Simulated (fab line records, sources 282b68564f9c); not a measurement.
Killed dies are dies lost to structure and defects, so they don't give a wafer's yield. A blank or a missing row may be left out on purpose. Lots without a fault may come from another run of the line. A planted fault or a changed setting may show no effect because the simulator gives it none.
fab line records | flow rit_cmos
record lots=6 wafers=18 last_day=8
route steps=202 shown NLDD@110 PLDD@114 SPACER@125 NSD@131 PSD@142 M1@202
lots that met no fault: from a run of the same line without faults
start_h: hours from the record's first day to the start of the lot's first wafer shown | wait_h: hours since the lot's step before | " the same as in the row above | L1.1+2: a row that stands for several wafers | - no value, or no start given | * or withheld: withheld | < > ~ a bound
route shown NAME@n: a module of which the file shows steps, and the number in the route of the first | usual: mean/standard deviation of fault-free wafers | same: alike in all rows | chamber/n: place in a boat | sites: the reading at each site | _std_site: their standard deviation | _edge_site: outer sites' mean less inner sites' | radius_mm: how far each site lies from the wafer's centre | mask NAME#n: copy n | behind: the tool/chamber that last shaped the wafer | hold: why the lot was held/for how many hours/how that ended | device: the transistor (n, p or np) that didn't switch | end of line: the same wafers' tests at the end of the route | a step without rows: its recipe alone | killed: dies lost to structure and defects at the first sort, not the wafer's yield | map: a wafer's dies, x killed, . not, _ none there
set.NAME: the setting as run; set.NAME@STEP: as run at that earlier step | model.NAME: the simulator's own value behind a step, which no gauge read
lots at some steps of the route; a table a step, a row a wafer
services: from which hour (start_h, from the record's first day; less than 0 if before it) a tool's chamber was out of use, for how many hours, and why
## steps
# step RIT_NLDD_HARDBAKE_07
# recipe resist=NOVOLAK temp_c=140 time_s=60
# step RIT_NLDD_IMPLANT_08
# recipe species=P energy_kev=20 dose_cm2=5e+14 tilt_deg=7
# step RIT_NLDD_STRIP_09
# recipe chemistry=O2 time_s=180 resist=NOVOLAK platen_temp_c=withheld power_w=500 pressure_mtorr=4000 o2_flow_sccm=4000
# usual drypump_motor_current_A=5.9/0.44 o2_flow_sccm=3999/12
# columns lot.wafer tool chamber start_h wait_h drypump_motor_current_A o2_flow_sccm rf_hours_counter_h
L167.2 plasma_asher-01 0 43.82 0.1 5.6 3988 22
L167.3 " 1 " " 5.6 4005 -
L167.5 " 1 " " 5.6 3985 -
L177.3 plasma_asher-02 0 99.86 0.1 6.1 4002 -
L177.4 " 1 " " 5.3 3996 -
L177.5 " 0 " " 6.1 4000 -
L182.1 plasma_asher-01 1 127.84 0.1 5.6 3990 31
L182.2 " 0 " " 5.6 3983 31
L182.6 " 1 " " 5.7 3988 -
L186.1 plasma_asher-04 0 143.67 0.1 6.3 4027 51
L186.2 " 1 " " 6.6 3984 51
L186.4 " 0 " " 6.3 4016 -
L189.2 plasma_asher-04 1 161.69 0.1 6.7 4002 53
L189.4 " 1 " " 6.6 4008 -
L189.5 " 1 " " 6.6 3994 -
L190.1 plasma_asher-01 0 163.71 0.1 5.6 3995 35
L190.2 " 1 " " 5.7 3980 35
L190.5 " 1 " " 5.7 3990 -
# step RIT_NLDD_TW_MEAS_10
# usual NLDD_TW=2489/22
# columns lot.wafer tool chamber start_h wait_h NLDD_TW
L167.2 film_metro-03 - 44.01 0.1 2519
L167.3 " - " " 2532
L167.5 " - " " 2517
L177.3 film_metro-03 - 100.00 0.1 2525
L177.4 " - " " 2533
L177.5 " - " " 2520
L182.1 film_metro-03 - 128.02 0.1 2483
L182.2 " - " " 2496
L182.6 " - " " 2494
L186.1 film_metro-02 - 143.85 0.1 2472
L186.2 " - " " 2455
L186.4 " - " " 2455
L189.2 film_metro-03 - 161.88 0.1 2505
L189.4 " - " " 2491
L189.5 " - " " 2496
L190.1 film_metro-01 - 163.89 0.1 2487
L190.2 " - " " 2459
L190.5 " - " " 2465
# step RIT_PLDD_HMDS_00
# recipe prime_time_s=60 prime_temp_c=140
# step RIT_PLDD_COAT_01
# recipe resist=NOVOLAK spin_rpm=3250 resist_thk_nm=1000
# step RIT_PLDD_SOFTBAKE_02
# recipe resist=NOVOLAK temp_c=90 time_s=60
# step RIT_PLDD_EXPOSE_03
# recipe mask_id=M8 na=0.57 target_cd_nm=40900 dose_mj=250
# step RIT_PLDD_PEB_04
# recipe resist=NOVOLAK temp_c=withheld time_s=withheld
# step RIT_PLDD_DEVELOP_05
# recipe resist=NOVOLAK develop_time_s=50 dev_temp_c=23
# step RIT_PLDD_OVL_MEAS_06
# usual PLDD_OVL=0.7/1.5
# columns lot.wafer tool chamber start_h wait_h PLDD_OVL[nm]
L167.2 overlay-01 - 44.91 - 1.0
L167.3 " - " " 2.0
L167.5 " - " " 1.5
L177.3 overlay-01 - 101.03 - 1.7
L177.4 " - " " -0.7
L177.5 " - " " 2.3
L182.1 overlay-02 - 129.14 - -2.6
L182.2 " - " " -1.6
L182.6 " - " " -1.3
L186.1 overlay-01 - 144.88 - 1.8
L186.2 " - " " 3.0
L186.4 " - " " 1.2
L189.2 overlay-01 - 162.91 - 0.3
L189.4 " - " " -0.3
L189.5 " - " " 1.9
L190.1 overlay-02 - 164.92 - -2.6
L190.2 " - " " -1.5
L190.5 " - " " -1.2
# step RIT_PLDD_HARDBAKE_07
# recipe resist=NOVOLAK temp_c=140 time_s=60
# step RIT_PLDD_IMPLANT_08
# recipe species=BF2 energy_kev=20 dose_cm2=9e+14 tilt_deg=7
# usual dose_ions_cm2=9e+14/9.4e+11 end_station_pressure_torr=7.3e-06/3.4e-07 faraday_current_uA=2833/55
# columns lot.wafer tool chamber start_h wait_h dose_ions_cm2 end_station_pressure_torr faraday_current_uA
L167.2 implanter-03 0 45.13 0.1 9.002e+14 7.7e-06 2840
L167.3 " 0 " " 8.994e+14 7.8e-06 2822
L167.5 " 0 " " 9.006e+14 7.3e-06 2848
L177.3 implanter-01 0 101.25 0.1 8.997e+14 7.3e-06 2749
L177.4 " 0 " " 8.997e+14 7.3e-06 2830
L177.5 " 0 " " 8.988e+14 7.6e-06 2722
L182.1 implanter-01 0 129.32 0.1 4.065e+14 6.4e-06 1300
L182.2 " 0 " " 4.058e+14 5.9e-06 1242
L182.6 " 0 " " 4.075e+14 6.3e-06 1317
L186.1 implanter-01 0 145.07 0.1 4.061e+14 5.6e-06 1250
L186.2 " 0 " " 4.076e+14 6.3e-06 1281
L186.4 " 0 " " 4.064e+14 6.1e-06 1296
L189.2 implanter-03 0 163.11 0.1 9.003e+14 7.5e-06 2784
L189.4 " 0 " " 9.005e+14 6.9e-06 2835
L189.5 " 0 " " 9.006e+14 6.9e-06 2832
L190.1 implanter-02 0 165.11 0.1 9.012e+14 7.3e-06 2886
L190.2 " 0 " " 8.999e+14 6.8e-06 2889
L190.5 " 0 " " 9.014e+14 6.6e-06 2876
# step RIT_PLDD_STRIP_09
# recipe chemistry=O2 time_s=180 resist=NOVOLAK platen_temp_c=withheld power_w=500 pressure_mtorr=4000 o2_flow_sccm=4000
# usual drypump_motor_current_A=6.0/0.47 o2_flow_sccm=4002/12
# columns lot.wafer tool chamber start_h wait_h drypump_motor_current_A o2_flow_sccm rf_hours_counter_h
L167.2 plasma_asher-04 1 45.26 0.1 6.7 3998 42
L167.3 " 0 " " 6.3 4006 -
L167.5 " 1 " " 6.7 4000 -
L177.3 plasma_asher-02 0 101.41 0.1 6.0 4006 -
L177.4 " 1 " " 5.2 4010 -
L177.5 " 0 " " 6.1 3982 -
L182.1 plasma_asher-02 1 129.47 0.1 5.2 3983 1
L182.2 " 0 " " 6.1 4003 1
L182.6 " 0 " " 6.1 3996 -
L186.1 plasma_asher-04 0 145.22 0.1 6.3 3995 51
L186.2 " 1 " " 6.7 4014 51
L186.4 " 1 " " 6.7 4007 -
L189.2 plasma_asher-02 0 163.24 0.1 6.1 4009 5
L189.4 " 1 " " 5.3 4025 -
L189.5 " 0 " " 6.0 3998 -
L190.1 plasma_asher-04 1 165.26 0.1 6.7 3992 53
L190.2 " 0 " " 6.3 4020 53
L190.5 " 0 " " 6.3 4019 -
# step RIT_PLDD_TW_MEAS_10
# usual PLDD_TW=2330/18
# columns lot.wafer tool chamber start_h wait_h PLDD_TW
L167.2 film_metro-01 - 45.44 0.1 2353
L167.3 " - " " 2351
L167.5 " - " " 2349
L177.3 film_metro-01 - 101.55 0.1 2320
L177.4 " - " " 2313
L177.5 " - " " 2319
L182.1 film_metro-02 - 129.65 0.1 1880
L182.2 " - " " 1857
L182.6 " - " " 1863
L186.1 film_metro-01 - 145.39 0.1 1882
L186.2 " - " " 1885
L186.4 " - " " 1880
L189.2 film_metro-01 - 163.42 0.1 2329
L189.4 " - " " 2318
L189.5 " - " " 2323
L190.1 film_metro-01 - 165.44 0.1 2332
L190.2 " - " " 2330
L190.5 " - " " 2334
# step RIT_SPACER_CLEAN_00
# recipe chemistry=SC1 mix=3:3:50 time_s=600 temp_c=75
# step RIT_SPACER_CLEAN_01
# recipe chemistry=dHF dilution=50:1 time_s=30
# step RIT_SPACER_CLEAN_02
# recipe chemistry=SC2 mix=3:3:50 time_s=600 temp_c=75 dry=n2_spin
# step RIT_SPACER_CVD_03
# recipe material=Si3N4 target_thk_nm=250 temp_c=810 precursor=SiH2Cl2/NH3 time_s=3300 pressure_mtorr=300 sih2cl2_flow_sccm=60 nh3_flow_sccm=150
# step RIT_SPACER_THK_MEAS_04
# recipe reads=Si3N4_of_SPACER_CVD_03
# usual SPACER_NITRIDE_THK=249.4/2.5
# columns lot.wafer tool chamber start_h wait_h SPACER_NITRIDE_THK[nm]
L167.2 film_metro-04 - 47.79 0.0 246.6
L167.3 " - " " 248.3
L167.5 " - " " 247.1
L177.3 film_metro-01 - 103.89 0.0 246.7
L177.4 " - " " 248.8
L177.5 " - " " 248.6
L182.1 film_metro-01 - 132.95 0.0 248.5
L182.2 " - " " 248.4
L182.6 " - " " 246.0
L186.1 film_metro-03 - 147.74 0.0 251.5
L186.2 " - " " 252.9
L186.4 " - " " 251.9
L189.2 film_metro-01 - 166.91 0.0 250.2
L189.4 " - " " 249.8
L189.5 " - " " 249.4
L190.1 film_metro-01 - 169.56 0.0 249.3
L190.2 " - " " 250.4
L190.5 " - " " 251.0
# step RIT_SPACER_ETCHBACK_05
# recipe target_depth_a=2500 SF6_flow_sccm=30 CHF3_flow_sccm=30 target=Si3N4 chemistry=SF6/CHF3 pressure_mtorr=40 rf_w=250 time_s=240 stop_on=SiO2
# usual drypump_motor_current_A=5.7/0.4 oes_product_au=0.844/0.015 throttle_valve_pct=10.33/0.19
# columns lot.wafer tool chamber start_h wait_h drypump_motor_current_A oes_product_au rf_hours_counter_h throttle_valve_pct
L167.2 rie_diel-01 2 47.84 0.0 6.0 0.831 46 10.45
L167.3 " 1 " " 5.6 0.838 161 10.49
L167.5 " 3 " " 5.9 0.832 - 10.01
L177.3 rie_diel-03 3 103.93 0.0 5.6 0.844 54 9.91
L177.4 " 2 " " 5.2 0.854 - 10.28
L177.5 " 1 " " 5.5 0.829 - 10.43
L182.1 rie_diel-02 0 133.01 0.1 5.7 0.821 1 10.53
L182.2 " 3 " " 5.4 0.855 93 10.39
L182.6 " 0 " " 5.7 0.823 - 10.53
L186.1 rie_diel-01 2 147.80 0.1 6.0 0.837 48 10.47
L186.2 " 1 " " 5.6 0.856 1 10.53
L186.4 " 0 " " 5.2 0.820 121 10.32
L189.2 rie_diel-02 3 166.96 0.0 5.4 0.861 94 10.37
L189.4 " 2 " " 6.6 0.831 0 10.41
L189.5 " 2 " " 6.6 0.834 - 10.42
L190.1 rie_diel-03 1 169.62 0.1 5.5 0.834 65 10.42
L190.2 " 2 " " 5.1 0.849 143 10.27
L190.5 " 1 " " 5.5 0.825 - 10.43
# step RIT_NSD_HMDS_00
# recipe prime_time_s=60 prime_temp_c=140
# step RIT_NSD_COAT_01
# recipe resist=NOVOLAK spin_rpm=3250 resist_thk_nm=1000
# step RIT_NSD_SOFTBAKE_02
# recipe resist=NOVOLAK temp_c=90 time_s=60
# step RIT_NSD_EXPOSE_03
# recipe mask_id=M9 na=0.57 target_cd_nm=40700 dose_mj=250
# step RIT_NSD_PEB_04
# recipe resist=NOVOLAK temp_c=withheld time_s=withheld
# step RIT_NSD_DEVELOP_05
# recipe resist=NOVOLAK develop_time_s=50 dev_temp_c=23
# step RIT_NSD_OVL_MEAS_06
# usual NSD_OVL=-1.1/1.3
# columns lot.wafer tool chamber start_h wait_h NSD_OVL[nm]
L167.2 overlay-01 - 48.84 - -1.0
L167.3 " - " " -1.1
L167.5 " - " " -0.3
L177.3 overlay-01 - 105.17 - -1.9
L177.4 " - " " -2.4
L177.5 " - " " -1.1
L182.1 overlay-01 - 134.13 - -1.1
L182.2 " - " " -0.9
L182.6 " - " " 0.1
L186.1 overlay-01 - 148.80 - -0.8
L186.2 " - " " -1.3
L186.4 " - " " -0.2
L189.2 overlay-01 - 168.09 - 0.2
L189.4 " - " " 1.1
L189.5 " - " " 0.3
L190.1 overlay-01 - 170.62 - -1.6
L190.2 " - " " -1.9
L190.5 " - " " -3.2
# step RIT_NSD_HARDBAKE_07
# recipe resist=NOVOLAK temp_c=140 time_s=60
# step RIT_NSD_IMPLANT_08
# recipe species=P energy_kev=25 dose_cm2=1e+15 tilt_deg=7
# step RIT_NSD_STRIP_09
# recipe chemistry=O2 time_s=180 resist=NOVOLAK platen_temp_c=withheld power_w=500 pressure_mtorr=4000 o2_flow_sccm=4000
# usual drypump_motor_current_A=6.0/0.38 o2_flow_sccm=3999/13
# columns lot.wafer tool chamber start_h wait_h drypump_motor_current_A o2_flow_sccm rf_hours_counter_h
L167.2 plasma_asher-04 1 49.17 0.1 6.7 3998 42
L167.3 " 1 " " 6.7 4012 -
L167.5 " 0 " " 6.3 3999 -
L177.3 plasma_asher-03 1 105.56 0.1 5.7 3997 -
L177.4 " 0 " " 6.0 3993 -
L177.5 " 1 " " 5.7 3986 -
L182.1 plasma_asher-01 0 134.47 0.1 5.7 4004 31
L182.2 " 1 " " 5.7 4000 31
L182.6 " 0 " " 5.6 4000 -
L186.1 plasma_asher-01 0 149.13 0.1 5.6 4021 33
L186.2 " 1 " " 5.7 3985 33
L186.4 " 1 " " 5.7 4009 -
L189.2 plasma_asher-03 1 168.42 0.1 5.7 3972 53
L189.4 " 0 " " 6.0 4017 -
L189.5 " 1 " " 5.7 3965 -
L190.1 plasma_asher-03 1 170.96 0.1 5.7 3993 53
L190.2 " 0 " " 6.0 3976 53
L190.5 " 1 " " 5.7 3993 -
# step RIT_NSD_TW_MEAS_10
# usual NSD_TW=3100/27
# columns lot.wafer tool chamber start_h wait_h NSD_TW
L167.2 film_metro-01 - 49.36 0.1 3132
L167.3 " - " " 3115
L167.5 " - " " 3121
L177.3 film_metro-03 - 105.69 0.1 3158
L177.4 " - " " 3154
L177.5 " - " " 3164
L182.1 film_metro-02 - 134.64 0.1 3083
L182.2 " - " " 3085
L182.6 " - " " 3092
L186.1 film_metro-03 - 149.31 0.1 3122
L186.2 " - " " 3121
L186.4 " - " " 3112
L189.2 film_metro-01 - 168.60 0.1 3139
L189.4 " - " " 3130
L189.5 " - " " 3114
L190.1 film_metro-03 - 171.13 0.1 3129
L190.2 " - " " 3132
L190.5 " - " " 3121
# step RIT_PSD_HMDS_00
# recipe prime_time_s=60 prime_temp_c=140
# step RIT_PSD_COAT_01
# recipe resist=NOVOLAK spin_rpm=3250 resist_thk_nm=1000
# step RIT_PSD_SOFTBAKE_02
# recipe resist=NOVOLAK temp_c=90 time_s=60
# step RIT_PSD_EXPOSE_03
# recipe mask_id=M10 na=0.57 target_cd_nm=40900 dose_mj=250
# step RIT_PSD_PEB_04
# recipe resist=NOVOLAK temp_c=withheld time_s=withheld
# step RIT_PSD_DEVELOP_05
# recipe resist=NOVOLAK develop_time_s=50 dev_temp_c=23
# step RIT_PSD_OVL_MEAS_06
# usual PSD_OVL=-0.7/1.5
# columns lot.wafer tool chamber start_h wait_h PSD_OVL[nm]
L167.2 overlay-02 - 50.39 - 0.9
L167.3 " - " " 1.6
L167.5 " - " " 2.0
L177.3 overlay-01 - 106.72 - 0.0
L177.4 " - " " -0.6
L177.5 " - " " -0.4
L182.1 overlay-02 - 135.55 - 1.4
L182.2 " - " " 1.3
L182.6 " - " " -0.1
L186.1 overlay-01 - 150.41 - -0.9
L186.2 " - " " -0.9
L186.4 " - " " -0.6
L189.2 overlay-01 - 169.76 - -0.4
L189.4 " - " " -1.6
L189.5 " - " " -1.5
L190.1 overlay-02 - 172.04 - 1.7
L190.2 " - " " 0.5
L190.5 " - " " -0.7
# step RIT_PSD_HARDBAKE_07
# recipe resist=NOVOLAK temp_c=140 time_s=60
# step RIT_PSD_IMPLANT_08
# recipe species=BF2 energy_kev=27 dose_cm2=5e+15 tilt_deg=7
# step RIT_PSD_STRIP_09
# recipe chemistry=O2 time_s=180 resist=NOVOLAK platen_temp_c=withheld power_w=500 pressure_mtorr=4000 o2_flow_sccm=4000
# usual drypump_motor_current_A=5.70/0.26 o2_flow_sccm=4001/11
# columns lot.wafer tool chamber start_h wait_h drypump_motor_current_A o2_flow_sccm rf_hours_counter_h
L167.2 plasma_asher-02 0 50.72 0.1 6.05 4003 42
L167.3 " 1 " " 5.28 4007 -
L167.5 " 1 " " 5.25 4001 -
L177.3 plasma_asher-02 1 107.10 0.1 5.26 3988 -
L177.4 " 0 " " 6.07 3985 -
L177.5 " 0 " " 6.06 4003 -
L182.1 plasma_asher-03 1 135.89 0.1 5.65 4011 50
L182.2 " 0 " " 6.04 3994 50
L182.6 " 0 " " 6.03 4005 -
L186.1 plasma_asher-01 1 150.75 0.1 5.69 4007 33
L186.2 " 0 " " 5.62 3995 33
L186.4 " 0 " " 5.63 4000 -
L189.2 plasma_asher-03 0 170.17 0.1 6.05 4015 53
L189.4 " 0 " " 6.00 4004 -
L189.5 " 0 " " 6.02 4012 -
L190.1 plasma_asher-02 0 172.38 0.1 6.06 3996 6
L190.2 " 1 " " 5.22 3993 6
L190.5 " 0 " " 6.05 4016 -
# step RIT_SDANNEAL_RS_MEAS_06
# recipe thk_meas_gauge=four-point-probe
# usual PLDD_RS=178.6/0.5
# columns lot.wafer tool chamber start_h wait_h PLDD_RS[ohm/sq]
L167.2 film_metro-03 - 51.64 0.1 177.9
L167.3 " - " " 178.2
L167.5 " - " " 178.1
L177.3 film_metro-02 - 108.00 0.1 179.5
L177.4 " - " " 179.2
L177.5 " - " " 178.6
L182.1 film_metro-03 - 136.82 0.1 303.5
L182.2 " - " " 303.1
L182.6 " - " " 304.1
L186.1 film_metro-03 - 151.68 0.1 300.2
L186.2 " - " " 298.6
L186.4 " - " " 300.0
L189.2 film_metro-01 - 171.09 0.1 179.6
L189.4 " - " " 179.3
L189.5 " - " " 179.2
L190.1 film_metro-02 - 173.28 0.1 178.2
L190.2 " - " " 178.5
L190.5 " - " " 178.0
# step RIT_M1_PROBE_99
# usual killed_at_front_end=7/3.1 killed_dies=7/3.1 killed_open=3.3/2 killed_short=3.6/1.9
# same gross_dies=264 killed_at_M0_to_M3=0 killed_at_M4_up=0 killed_at_back_side=0 killed_at_contacts=0 killed_at_other=0
# columns lot.wafer tool chamber start_h wait_h killed_at_front_end killed_dies killed_open killed_short model.etest.pmos_turned.r_on_ohm_um model.etest.pmos_0p3.r_on_ohm_um model.etest.pmos_0p15.r_on_ohm_um model.etest.pldd.rs_ohm_sq model.etest.pldd.line_ohm_um model.etest.pmos_turned.drive_ua_um model.etest.pmos_0p15.drive_ua_um model.etest.pmos_narrow.drive_ua_um
L167.2 prober-02 - 59.08 0.1 4 4 2 2 3610 6472 2839 566.3 179.3 175.5 248 97.92
L167.3 prober-02 - 59.13 0.2 8 8 3 5 3574 6386 2838 540.7 170.1 179.5 248.2 100.5
L167.5 prober-02 - 59.23 0.2 10 10 3 7 3579 6431 2834 551.8 172.1 178.3 247.8 98.18
L177.3 prober-02 - 115.08 0.2 7 7 3 4 3735 6499 3029 579.5 181.4 171.4 235.2 100.6
L177.4 prober-02 - 115.13 0.2 10 10 5 5 3609 6336 2930 570.8 181.6 178.8 240.6 103.3
L177.5 prober-02 - 115.18 0.2 7 7 4 3 3878 6537 3062 623.1 194.1 163.8 232 99.24
L182.1 prober-01 - 144.25 0.1 7 7 2 5 4597 6982 3476 1020 321.1 125.1 206.5 94.23
L182.2 prober-01 - 144.30 0.1 2 2 1 1 4906 7145 3601 1068 342.8 114.3 199.8 93.06
L182.6 prober-01 - 144.50 0.2 6 6 1 5 4930 6982 3544 1128 355 112.2 203.4 93.76
L186.1 prober-01 - 158.88 0.1 19 19 11 8 4776 6853 3462 1103 344.9 118.3 212.3 96.49
L186.2 prober-01 - 158.93 0.1 10 10 4 6 4649 6918 3411 1062 330.1 120.9 212.2 95.09
L186.4 prober-01 - 159.03 0.2 12 12 7 5 4825 6944 3503 1094 347.1 115.6 209.7 94.8
L189.2 prober-01 - 178.72 0.1 4 4 4 0 3330 6174 2688 496.2 155.3 197.9 266.1 106.8
L189.4 prober-01 - 178.82 0.2 9 9 5 4 3340 6290 2688 481.3 151.7 197.2 264.5 103
L189.5 prober-01 - 178.87 0.2 5 5 4 1 3428 6240 2760 495.5 154.7 189.4 253.3 105.1
L190.1 prober-02 - 180.41 0.1 5 5 2 3 3357 6268 2651 512.3 163 193.5 272.9 102.4
L190.2 prober-02 - 180.46 0.1 5 5 1 4 3403 6262 2701 522.5 164.2 189.2 261.4 101.7
L190.5 prober-02 - 180.61 0.2 4 4 2 2 3472 6444 2759 515.7 165 185.3 252.9 97.86
# killed by level:class
L167.2 GATE:geometric_particle:short=2 GATE:geometric_particle:open=1 REOX:geometric_particle:open=1
L167.3 GATE:geometric_particle:short=2 REOX:geometric_particle:open=2 FOX2:geometric_particle:short=1 GATE:geometric_particle:open=1 REOX:geometric_particle:short=1 SPACER:geometric_particle:short=1
L167.5 FOX1:geometric_particle:short=2 GATE:geometric_particle:short=2 FOX1:geometric_particle:open=1 FOX2:geometric_particle:short=1 GATE:geometric_particle:open=1 REOX:geometric_particle:short=1 SPACER:geometric_particle:short=1 SPACER:geometric_particle:open=1
L177.3 GATE:geometric_particle:short=3 GATE:geometric_particle:open=2 REOX:geometric_particle:short=1 REOX:geometric_particle:open=1
L177.4 GATE:geometric_particle:open=4 GATE:geometric_particle:short=3 FOX1:geometric_particle:short=1 REOX:geometric_particle:short=1 SILICIDE:geometric_particle:open=1
L177.5 REOX:geometric_particle:short=2 SPACER:geometric_particle:open=2 FOX2:geometric_particle:open=1 GATE:geometric_particle:short=1 GATE:geometric_particle:open=1
L182.1 GATE:geometric_particle:short=3 FOX2:geometric_particle:open=1 FOX2:geometric_particle:short=1 REOX:geometric_particle:open=1 SPACER:geometric_particle:short=1
L182.2 REOX:geometric_particle:short=1 SILICIDE:geometric_particle:open=1
L182.6 GATE:geometric_particle:short=2 ACTIVE:geometric_particle:short=1 FOX1:geometric_particle:short=1 GATE:geometric_particle:open=1 SPACER:geometric_particle:short=1
L186.1 GATE:geometric_particle:open=4 REOX:geometric_particle:open=3 REOX:geometric_particle:short=2 SPACER:geometric_particle:short=2 SILICIDE:geometric_particle:short=2 SILICIDE:geometric_particle:open=2 FOX1:geometric_particle:short=1 FOX1:geometric_particle:open=1
L186.2 GATE:geometric_particle:short=3 FOX1:geometric_particle:short=2 FOX1:geometric_particle:open=2 FOX2:geometric_particle:short=1 FOX2:geometric_particle:open=1 REOX:geometric_particle:open=1
L186.4 GATE:geometric_particle:open=4 GATE:geometric_particle:short=3 SPACER:geometric_particle:open=2 REOX:geometric_particle:open=1 REOX:geometric_particle:short=1 SILICIDE:geometric_particle:short=1
L189.2 GATE:geometric_particle:open=2 SPACER:geometric_particle:open=1 SILICIDE:geometric_particle:open=1
L189.4 SPACER:geometric_particle:short=2 GATE:geometric_particle:open=2 GATE:geometric_particle:short=2 SILICIDE:geometric_particle:open=2 FOX1:geometric_particle:open=1
L189.5 GATE:geometric_particle:open=2 REOX:geometric_particle:open=2 SPACER:geometric_particle:short=1
L190.1 FOX1:geometric_particle:short=2 FOX1:geometric_particle:open=1 GATE:geometric_particle:open=1 SILICIDE:geometric_particle:short=1
L190.2 GATE:geometric_particle:short=2 GATE:geometric_particle:open=1 REOX:geometric_particle:short=1 SILICIDE:geometric_particle:short=1
L190.5 FOX1:geometric_particle:short=2 GATE:geometric_particle:open=2
## services
# columns tool chamber start_h hours kind
implanter-02 - 24.91 1.7 repair
implanter-01 - 26.99 1.7 repair
plasma_asher-01 - 50.84 2.4 repair
rie_diel-02 0 53.74 - clean
implanter-02 - 53.76 1.7 repair
rie_diel-02 1 77.89 7.6 repair
rie_diel-01 - 80.40 0.5 repair
plasma_asher-04 - 82.67 4.3 pm
rie_diel-01 1 90.89 4.3 repair
plasma_asher-03 - 92.75 3.4 repair
rie_diel-03 0 94.63 17.8 repair
plasma_asher-04 - 100.14 10.0 pm
plasma_asher-01 - 102.78 0.8 repair
plasma_asher-02 - 108.75 9.0 pm
plasma_asher-02 0 108.75 9.0 vent_cycle
plasma_asher-02 1 108.75 9.0 vent_cycle
implanter-03 - 113.26 1.9 repair
plasma_asher-02 0 117.75 - clean
plasma_asher-02 1 117.75 - clean
rie_diel-03 2 123.99 8.1 repair
rie_diel-02 1 136.15 6.4 repair
plasma_asher-04 - 145.66 1.5 repair
plasma_asher-03 - 150.50 1.7 repair
rie_diel-02 3 157.76 4.2 repair
## key
first_sign step=RIT_PLDD_IMPLANT_08 reading=dose_ions_cm2 direction=down sigmas=99+ usual=9e+14 struck=4.067e+14
effect step=RIT_PLDD_IMPLANT_08 reading=faraday_current_uA direction=down sigmas=28 usual=2833 struck=1281
effect step=RIT_PLDD_TW_MEAS_10 reading=PLDD_TW direction=down sigmas=25 usual=2330 struck=1875
effect step=RIT_SDANNEAL_RS_MEAS_06 reading=PLDD_RS direction=up sigmas=99+ usual=178.6 struck=301.6
model_effect step=RIT_M1_PROBE_99 value=etest.pmos_turned.r_on_ohm_um without=3475 struck=4780
met_at RIT_PLDD_IMPLANT_08
struck_wafers L182.1,L182.2,L182.6,L186.1,L186.2,L186.4
tester_left_out L182,L186
onset_between 101.25 129.32
fault kind=process_parameter_drift tool=implanter-01 chamber=- onset_h=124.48 steps=RIT_PLDD_IMPLANT_08 channel=dose_cm2 offset=-4.9331e+14 shape=step end_h=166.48 acts_in=these_recipes_only stated=9e+14
# tester_left_out: of these lots the tester's yield and bins aren't shown, on N5 and GAA mostly nor the transistor test; their killed dies are dies lost to structure and defects alone, not to doping, threshold or leakage, so they don't give the yield
